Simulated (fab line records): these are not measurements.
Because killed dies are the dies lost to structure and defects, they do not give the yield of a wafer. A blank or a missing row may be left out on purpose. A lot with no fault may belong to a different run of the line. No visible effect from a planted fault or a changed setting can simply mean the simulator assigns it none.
fab line records + flow rit_cmos
record
- lots=6
- wafers=18
- last_day=7
route steps=202 shown GATE@96 REOX@98 NLDD@103 M1@202
lots that met no fault: from a run of the same line without faults
start_h: the number of hours between the record's first day and the start of the first shown wafer of the lot + wait_h: time in hours since the lot's previous step + " identical to the entry in the row above + L1.1+2: one row covering several wafers at once + - no value, or no start given + * or withheld: withheld + < > ~ a bound
route shown NAME@n: names a module that has steps shown in the file, with the first one's number in the route + usual: average and standard deviation across the fault-free wafers + same: alike in all rows + chamber/n: place in a boat + sites: the reading at each site + _std_site: the values' standard deviation + _edge_site: inner sites' mean taken away from outer sites' mean + radius_mm: how far each site lies from the wafer's centre + mask NAME#n: copy n + behind: tool/chamber where the wafer was last shaped + hold: reason for holding the lot/hours on hold/outcome of the hold + device: whichever transistor did not switch (one of n, p or np) + end of line: tests run on the same wafers once the route is complete + a step given without rows: its recipe and nothing more + killed: dies lost to structure and defects at the first sort, not the wafer's yield + map: dies across one wafer; x = killed, . = not, _ = none there
set.NAME: the run value of the setting; set.NAME@STEP: its run value at that earlier step + model.NAME: the simulator's own value behind a step, which no gauge read
lots seen at some steps along the route; tables by step, rows by wafer
services: a tool's chamber out of use, with start hour (start_h, from the record's first day; less than 0 if before it), hours out, and reason
## steps
# step RIT_GATE_STRIP_20
# recipe
- chemistry=O2
- time_s=180
- resist=NOVOLAK
- platen_temp_c=withheld
- power_w=500
- pressure_mtorr=4000
- o2_flow_sccm=4000
# usual
- drypump_motor_current_A=5.4/0.57
| lot.wafer | tool            | chamber | start_h | wait_h | drypump_motor_current_A | rf_hours_counter_h |
|-----------|-----------------|---------|---------|--------|-------------------------|--------------------|
| L858.1    | plasma_asher-01 | 0       | 46.59   | 0.1    | 4.6                     | 39                 |
| L858.3    | "               | 1       | "       | "      | 6.0                     | -                  |
| L858.5    | "               | 0       | "       | "      | 4.7                     | -                  |
| L862.1    | plasma_asher-02 | 0       | 68.77   | 0.1    | 5.0                     | 43                 |
| L862.2    | "               | 1       | "       | "      | 6.0                     | 43                 |
| L862.5    | "               | 1       | "       | "      | 6.0                     | -                  |
| L863.3    | plasma_asher-01 | 1       | 69.19   | 0.1    | 6.0                     | -                  |
| L863.4    | "               | 0       | "       | "      | 4.7                     | -                  |
| L863.5    | "               | 0       | "       | "      | 4.6                     | -                  |
| L868.2    | plasma_asher-02 | 1       | 95.50   | 0.1    | 6.0                     | 46                 |
| L868.3    | "               | 1       | "       | "      | 6.0                     | -                  |
| L868.6    | "               | 1       | "       | "      | 6.0                     | -                  |
| L877.3    | plasma_asher-01 | 1       | 142.09  | 0.1    | 6.0                     | -                  |
| L877.5    | "               | 1       | "       | "      | 5.9                     | -                  |
| L877.6    | "               | 0       | "       | "      | 4.7                     | -                  |
| L878.2    | plasma_asher-01 | 1       | 143.64  | 0.1    | 6.0                     | 52                 |
| L878.3    | "               | 0       | "       | "      | 4.6                     | -                  |
| L878.4    | "               | 1       | "       | "      | 6.0                     | -                  |
# step RIT_GATE_CD_MEAS_90
# recipe
- target_cd_nm=150
# usual
- cd_nm=150.6/2.9
| lot.wafer | tool      | chamber | start_h | wait_h | cd_nm |
|-----------|-----------|---------|---------|--------|-------|
| L858.1    | cd_sem-01 | -       | 46.77   | 0.1    | 147.2 |
| L858.3    | "         | -       | "       | "      | 146.4 |
| L858.5    | "         | -       | "       | "      | 145.4 |
| L862.1    | cd_sem-01 | -       | 68.95   | 0.1    | 152.5 |
| L862.2    | "         | -       | "       | "      | 151.6 |
| L862.5    | "         | -       | "       | "      | 152.9 |
| L863.3    | cd_sem-01 | -       | 69.35   | 0.1    | 156.9 |
| L863.4    | "         | -       | "       | "      | 156.6 |
| L863.5    | "         | -       | "       | "      | 156.4 |
| L868.2    | cd_sem-02 | -       | 95.69   | 0.1    | 149.4 |
| L868.3    | "         | -       | "       | "      | 151.3 |
| L868.6    | "         | -       | "       | "      | 150.1 |
| L877.3    | cd_sem-01 | -       | 142.24  | 0.1    | 152.0 |
| L877.5    | "         | -       | "       | "      | 155.4 |
| L877.6    | "         | -       | "       | "      | 151.7 |
| L878.2    | cd_sem-02 | -       | 143.84  | 0.1    | 150.9 |
| L878.3    | "         | -       | "       | "      | 150.5 |
| L878.4    | "         | -       | "       | "      | 149.8 |
# step RIT_REOX_CLEAN_00
# recipe
- chemistry=SC1
- mix=3:3:50
- time_s=600
- temp_c=75
# step RIT_REOX_CLEAN_01
# recipe
- chemistry=dHF
- dilution=50:1
- time_s=30
# step RIT_REOX_CLEAN_02
# recipe
- chemistry=SC2
- mix=3:3:50
- time_s=600
- temp_c=75
- dry=n2_spin
# step RIT_REOX_OXIDATION_03
# recipe
- temp_c=900
- ambient=O2
- target_thk_a=252
- ox_time_s=5580
# step RIT_REOX_THK_MEAS_04
# recipe
- reads=SiO2_of_REOX_OXIDATION_03
# usual
- REOX_OXIDE_THK=25.4/0.41
| lot.wafer | tool          | chamber | start_h | wait_h | REOX_OXIDE_THK[nm] |
|-----------|---------------|---------|---------|--------|--------------------|
| L858.1    | film_metro-04 | -       | 50.76   | 0.0    | 25.5               |
| L858.3    | "             | -       | "       | "      | 25.9               |
| L858.5    | "             | -       | "       | "      | 25.1               |
| L862.1    | film_metro-02 | -       | 72.02   | 0.0    | 24.9               |
| L862.2    | "             | -       | "       | "      | 25.6               |
| L862.5    | "             | -       | "       | "      | 24.9               |
| L863.3    | film_metro-01 | -       | 72.40   | 0.0    | 26.1               |
| L863.4    | "             | -       | "       | "      | 25.8               |
| L863.5    | "             | -       | "       | "      | 25.7               |
| L868.2    | film_metro-01 | -       | 100.56  | 0.0    | 25.8               |
| L868.3    | "             | -       | "       | "      | 25.8               |
| L868.6    | "             | -       | "       | "      | 25.6               |
| L877.3    | film_metro-01 | -       | 145.29  | 0.0    | 25.1               |
| L877.5    | "             | -       | "       | "      | 25.2               |
| L877.6    | "             | -       | "       | "      | 25.2               |
| L878.2    | film_metro-04 | -       | 147.48  | 0.0    | 25.3               |
| L878.3    | "             | -       | "       | "      | 25.3               |
| L878.4    | "             | -       | "       | "      | 25.6               |
# step RIT_NLDD_HMDS_00
# recipe
- prime_time_s=60
- prime_temp_c=140
# step RIT_NLDD_COAT_01
# recipe
- resist=NOVOLAK
- spin_rpm=3250
- resist_thk_nm=1000
# step RIT_NLDD_SOFTBAKE_02
# recipe
- resist=NOVOLAK
- temp_c=90
- time_s=60
# step RIT_NLDD_EXPOSE_03
# recipe
- mask_id=M7
- na=0.57
- target_cd_nm=40700
- dose_mj=250
# step RIT_NLDD_PEB_04
# recipe
- resist=NOVOLAK
- temp_c=withheld
- time_s=withheld
# step RIT_NLDD_DEVELOP_05
# recipe
- resist=NOVOLAK
- develop_time_s=50
- dev_temp_c=23
# usual
- resist_line_temp_C=22.99/0.1
| lot.wafer | tool           | chamber | start_h | wait_h | resist_line_temp_C |
|-----------|----------------|---------|---------|--------|--------------------|
| L858.1    | litho_track-01 | 0       | 51      | -      | 23.03              |
| L858.3    | "              | 0       | "       | "      | 23.06              |
| L858.5    | "              | 0       | "       | "      | 22.84              |
| L862.1    | litho_track-04 | 0       | 72      | -      | 22.88              |
| L862.2    | "              | 0       | "       | "      | 22.84              |
| L862.5    | "              | 0       | 73      | -      | 23.00              |
| L863.3    | litho_track-04 | 0       | 73      | -      | 22.89              |
| L863.4    | "              | 0       | "       | "      | 22.85              |
| L863.5    | "              | 0       | "       | "      | 22.89              |
| L868.2    | litho_track-04 | 0       | 101     | -      | 23.00              |
| L868.3    | "              | 0       | "       | "      | 23.03              |
| L868.6    | "              | 0       | "       | "      | 22.92              |
| L877.3    | litho_track-01 | 0       | 146     | -      | 22.98              |
| L877.5    | "              | 0       | "       | "      | 22.97              |
| L877.6    | "              | 0       | "       | "      | 22.87              |
| L878.2    | litho_track-02 | 0       | 148     | -      | 22.91              |
| L878.3    | "              | 0       | "       | "      | 22.95              |
| L878.4    | "              | 0       | "       | "      | 23.05              |
# step RIT_NLDD_OVL_MEAS_06
# usual
- NLDD_OVL=-0.6/1.3
| lot.wafer | tool       | chamber | start_h | wait_h | NLDD_OVL[nm] |
|-----------|------------|---------|---------|--------|--------------|
| L858.1    | overlay-01 | -       | 51.80   | -      | -1.2         |
| L858.3    | "          | -       | "       | "      | 0.6          |
| L858.5    | "          | -       | "       | "      | -0.4         |
| L862.1    | overlay-01 | -       | 73.05   | -      | 0.3          |
| L862.2    | "          | -       | "       | "      | -0.8         |
| L862.5    | "          | -       | "       | "      | 0.3          |
| L863.3    | overlay-01 | -       | 73.53   | -      | -1.4         |
| L863.4    | "          | -       | "       | "      | -1.8         |
| L863.5    | "          | -       | "       | "      | -0.5         |
| L868.2    | overlay-02 | -       | 101.46  | -      | -1.3         |
| L868.3    | "          | -       | "       | "      | -1.3         |
| L868.6    | "          | -       | "       | "      | -0.8         |
| L877.3    | overlay-01 | -       | 146.19  | -      | -1.2         |
| L877.5    | "          | -       | "       | "      | 0.8          |
| L877.6    | "          | -       | "       | "      | 0.1          |
| L878.2    | overlay-01 | -       | 148.39  | -      | 0.1          |
| L878.3    | "          | -       | "       | "      | -1.8         |
| L878.4    | "          | -       | "       | "      | 1.4          |
# step RIT_NLDD_HARDBAKE_07
# recipe
- resist=NOVOLAK
- temp_c=140
- time_s=60
# step RIT_NLDD_IMPLANT_08
# recipe
- species=P
- energy_kev=20
- dose_cm2=5e+14
- tilt_deg=7
# step RIT_NLDD_STRIP_09
# recipe
- chemistry=O2
- time_s=180
- resist=NOVOLAK
- platen_temp_c=withheld
- power_w=500
- pressure_mtorr=4000
- o2_flow_sccm=4000
# usual
- drypump_motor_current_A=5.6/0.42
| lot.wafer | tool            | chamber | start_h | wait_h | drypump_motor_current_A | rf_hours_counter_h |
|-----------|-----------------|---------|---------|--------|-------------------------|--------------------|
| L858.1    | plasma_asher-03 | 0       | 52.14   | 0.1    | 5.7                     | 40                 |
| L858.3    | "               | 1       | "       | "      | 5.5                     | -                  |
| L858.5    | "               | 1       | "       | "      | 5.5                     | -                  |
| L862.1    | plasma_asher-01 | 0       | 73.39   | 0.1    | 4.7                     | 42                 |
| L862.2    | "               | 1       | "       | "      | 6.0                     | 42                 |
| L862.5    | "               | 0       | "       | "      | 4.7                     | -                  |
| L863.3    | plasma_asher-04 | 0       | 73.92   | 0.1    | 5.5                     | -                  |
| L863.4    | "               | 1       | "       | "      | 6.0                     | -                  |
| L863.5    | "               | 1       | "       | "      | 6.0                     | -                  |
| L868.2    | plasma_asher-03 | 0       | 101.79  | 0.1    | 5.7                     | 46                 |
| L868.3    | "               | 1       | "       | "      | 5.5                     | -                  |
| L868.6    | "               | 1       | "       | "      | 5.5                     | -                  |
| L877.3    | plasma_asher-04 | 1       | 146.58  | 0.1    | 6.0                     | -                  |
| L877.5    | "               | 1       | "       | "      | 6.0                     | -                  |
| L877.6    | "               | 0       | "       | "      | 5.5                     | -                  |
| L878.2    | plasma_asher-04 | 1       | 148.72  | 0.1    | 6.0                     | 37                 |
| L878.3    | "               | 1       | "       | "      | 6.0                     | -                  |
| L878.4    | "               | 0       | "       | "      | 5.5                     | -                  |
# step RIT_NLDD_TW_MEAS_10
# usual
- NLDD_TW=2458/30
| lot.wafer | tool          | chamber | start_h | wait_h | hold                     | NLDD_TW |
|-----------|---------------|---------|---------|--------|--------------------------|---------|
| L858.1    | film_metro-04 | -       | 52.31   | 0.1    | -                        | 2493    |
| L858.3    | "             | -       | "       | "      | -                        | 2481    |
| L858.5    | "             | -       | "       | "      | -                        | 2487    |
| L862.1    | film_metro-04 | -       | 73.56   | 0.1    | -                        | 2479    |
| L862.2    | "             | -       | "       | "      | -                        | 2478    |
| L862.5    | "             | -       | "       | "      | -                        | 2492    |
| L863.3    | film_metro-04 | -       | 74.05   | 0.1    | await_dispo/0.2h/release | 30      |
| L863.4    | "             | -       | "       | "      | await_dispo/0.2h/release | 30      |
| L863.5    | "             | -       | "       | "      | await_dispo/0.2h/release | 30      |
| L863.3    | film_metro-04 | -       | 74.28   | 0.2    | -                        | 30      |
| L863.4    | "             | -       | "       | "      | -                        | 30      |
| L863.5    | "             | -       | "       | "      | -                        | 30      |
| L868.2    | film_metro-04 | -       | 101.98  | 0.1    | await_dispo/0.2h/release | 30      |
| L868.3    | "             | -       | "       | "      | await_dispo/0.2h/release | 30      |
| L868.6    | "             | -       | "       | "      | await_dispo/0.2h/release | 30      |
| L868.2    | film_metro-04 | -       | 102.20  | 0.2    | -                        | 30      |
| L868.3    | "             | -       | "       | "      | -                        | 30      |
| L868.6    | "             | -       | "       | "      | -                        | 30      |
| L877.3    | film_metro-02 | -       | 146.71  | 0.1    | -                        | 2441    |
| L877.5    | "             | -       | "       | "      | -                        | 2433    |
| L877.6    | "             | -       | "       | "      | -                        | 2447    |
| L878.2    | film_metro-04 | -       | 148.90  | 0.1    | -                        | 2473    |
| L878.3    | "             | -       | "       | "      | -                        | 2477    |
| L878.4    | "             | -       | "       | "      | -                        | 2485    |
# step RIT_M1_PROBE_99
# usual
- defect_limited_yield=97.3/1.1
- killed_at_contacts=0.1/0.34
- killed_at_front_end=7.0/2.9
- killed_dies=7.2/2.9
- killed_open=3.6/1.9
- killed_short=3.5/2.1
- sort_bin_3_pad_short=0.1/0.23
- sort_bin_5_function=1.6/0.73
- sort_bin_6_memory=1.0/0.67
- sort_n_pass=256.8/2.9
- sort_yield_pct=97.3/1.1
# same
- gross_dies=264
- killed_at_M0_to_M3=0
- killed_at_M4_up=0
- killed_at_back_side=0
- killed_at_other=0
| lot.wafer | tool      | chamber | start_h | wait_h | defect_limited_yield[%] | killed_at_contacts | killed_at_front_end | killed_dies | killed_open | killed_short | sort_bin_3_pad_short[%] | sort_bin_5_function[%] | sort_bin_6_memory[%] | sort_n_pass | sort_yield_pct[%] |
|-----------|-----------|---------|---------|--------|-------------------------|--------------------|---------------------|-------------|-------------|--------------|-------------------------|------------------------|----------------------|-------------|-------------------|
| L858.1    | prober-01 | -       | 67.43   | 0.1    | 97.0                    | 0                  | 8                   | 8           | 3           | 5            | 0                       | 1.5                    | 1.5                  | 256.0       | 97.0              |
| L858.3    | prober-01 | -       | 67.53   | 0.2    | 95.8                    | 0                  | 11                  | 11          | 5           | 6            | 0                       | 2.3                    | 1.9                  | 253.0       | 95.8              |
| L858.5    | prober-01 | -       | 67.63   | 0.2    | 96.2                    | 0                  | 10                  | 10          | 2           | 8            | 0                       | 1.9                    | 1.9                  | 254.0       | 96.2              |
| L878.2    | prober-02 | -       | 164.42  | 0.1    | 97.0                    | 1                  | 7                   | 8           | 6           | 2            | 0.4                     | 1.9                    | 0.8                  | 256.0       | 97.0              |
| L878.3    | prober-02 | -       | 164.47  | 0.2    | 98.1                    | 0                  | 5                   | 5           | 3           | 2            | 0                       | 0.8                    | 1.1                  | 259.0       | 98.1              |
| L878.4    | prober-02 | -       | 164.52  | 0.2    | 95.1                    | 0                  | 13                  | 13          | 5           | 8            | 0                       | 3.4                    | 1.5                  | 251.0       | 95.1              |
# killed by level:class
L858.1 SPACER:geometric_particle:short=3 FOX1:geometric_particle:open=2 GATE:geometric_particle:short=1 SILICIDE:geometric_particle:short=1 SILICIDE:geometric_particle:open=1
L858.3 REOX:geometric_particle:short=3 REOX:geometric_particle:open=2 SPACER:geometric_particle:short=2 FOX1:geometric_particle:open=1 FOX2:geometric_particle:short=1 GATE:geometric_particle:open=1 SPACER:geometric_particle:open=1
L858.5 GATE:geometric_particle:short=3 SPACER:geometric_particle:short=3 FOX1:geometric_particle:open=1 FOX2:geometric_particle:open=1 SILICIDE:geometric_particle:short=1 REOX:geometric_particle:short=1
L878.2 GATE:geometric_particle:open=4 GATE:geometric_particle:short=1 SPACER:geometric_particle:short=1 SPACER:geometric_particle:open=1 CONTACT:geometric_particle:open=1
L878.3 FOX1:geometric_particle:open=1 FOX2:geometric_particle:short=1 GATE:geometric_particle:open=1 SPACER:geometric_particle:short=1 SPACER:geometric_particle:open=1
L878.4 GATE:geometric_particle:short=5 GATE:geometric_particle:open=2 SPACER:geometric_particle:open=2 FOX1:geometric_particle:short=1 SPACER:geometric_particle:short=1 SILICIDE:geometric_particle:open=1 SILICIDE:geometric_particle:short=1
## services
| tool            | chamber | start_h | hours | kind       |
|-----------------|---------|---------|-------|------------|
| plasma_asher-03 | -       | 107.97  | 28.1  | pm         |
| plasma_asher-02 | -       | 108.75  | 9.0   | pm         |
| plasma_asher-02 | 0       | 108.75  | 9.0   | vent_cycle |
| plasma_asher-02 | 1       | 108.75  | 9.0   | vent_cycle |
| plasma_asher-02 | 0       | 117.75  | -     | clean      |
| plasma_asher-02 | 1       | 117.75  | -     | clean      |
| plasma_asher-03 | -       | 136.07  | 14.6  | pm         |
| plasma_asher-04 | -       | 138.04  | 2.8   | pm         |
## key
first_sign
- step=RIT_NLDD_TW_MEAS_10
- reading=visit
- direction=added
effect
- step=RIT_NLDD_TW_MEAS_10
- reading=NLDD_TW
- direction=down
- sigmas=82
- usual=2458
- struck=30
met_at RIT_NLDD_DEVELOP_05
struck_wafers L863.3,L863.4,L863.5,L868.2,L868.3,L868.6
scrapped_behind RIT_NLDD_TW_MEAS_10 L863.3,L863.4,L863.5,L868.2,L868.3,L868.6
fault
- kind=process_parameter_drift
- tool=litho_track-04
- chamber=-
- onset_h=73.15
- steps=RIT_NLDD_DEVELOP_05
- channel=develop_time_s
- offset=*
- shape=step
- end_h=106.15
- acts_in=*
- stated=*
